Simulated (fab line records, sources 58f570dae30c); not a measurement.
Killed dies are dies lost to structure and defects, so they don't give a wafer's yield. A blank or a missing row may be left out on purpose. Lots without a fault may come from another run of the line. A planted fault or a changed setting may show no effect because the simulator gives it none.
Which tool did it? | flow berkeley_cmos170 | 7 lots, 21 wafers sampled, at 2 steps of a route of 331

WHAT THE GAUGES READ, wafer by wafer
UCB170_SDANNEAL_RS_MEAS_04: measures by four-point-probe.
lot  | measured     | on            | PLDD_RS (ohm/sq)
L899 | day 7 11:05  | film_metro-04 | 1036.1 1034.8 1035.0
L903 | day 8 07:47  | film_metro-02 | 1030.3 1034.9 1032.6
L905 | day 8 08:16  | film_metro-01 | 1033.7 1033.5 1032.2
L907 | day 9 05:55  | film_metro-02 | 1029.8 1034.0 1028.8
L911 | day 9 04:31  | film_metro-01 | 1032.7 1031.2 1031.0
L915 | day 10 10:11 | film_metro-04 | 986.1 986.1 989.7
L919 | day 10 20:13 | film_metro-02 | 1033.6 1030.9 1031.1

WHICH TOOL RAN EACH LOT (tool, then ch and the chambers of the sampled wafers, then the start)
lot  | UCB170_SPACER_ANNEAL_02
L899 | furnace-02 ch 0, day 7 02:12
L903 | furnace-01 ch 0, day 8 01:08
L905 | furnace-01 ch 0, day 8 01:08
L907 | furnace-02 ch 0, day 8 21:25
L911 | furnace-02 ch 0, day 8 21:25
L915 | furnace-02 ch 0, day 10 02:20
L919 | furnace-01 ch 0, day 10 12:40
- UCB170_SPACER_ANNEAL_02: time 1800 s.

THE ANSWER, worked out from the rows above alone
Rule: what is usual is taken from the lots themselves. Put in order of their means at a reading, lots are off if they are a third of the lots or fewer, leave a main group of 4 or more, and stand apart from it by a gap of 3 or more times the standard deviation of the main group's means; of several such gaps the widest counts. A main group whose means are all the same, to the digits that the tables above print for the reading, isn't used. A lot without any number at a reading at which 4 lots or more have one is off too. The other lots that the step has rows for count as sound.
Off: L915, at UCB170_SDANNEAL_RS_MEAS_04 (PLDD_RS). The main group: mean 1032.6 ohm/sq, standard deviation 1.4.
A tool fits if, at a process step before that reading, it ran every lot that is off, and no sound lot after the first of them. The gauges at UCB170_SDANNEAL_RS_MEAS_04 are tried like those tools. Can't be told from this: 2 tools fit, furnace-02 at UCB170_SPACER_ANNEAL_02, film_metro-04 at UCB170_SDANNEAL_RS_MEAS_04.

WHAT THE SIMULATOR HAD PUT IN
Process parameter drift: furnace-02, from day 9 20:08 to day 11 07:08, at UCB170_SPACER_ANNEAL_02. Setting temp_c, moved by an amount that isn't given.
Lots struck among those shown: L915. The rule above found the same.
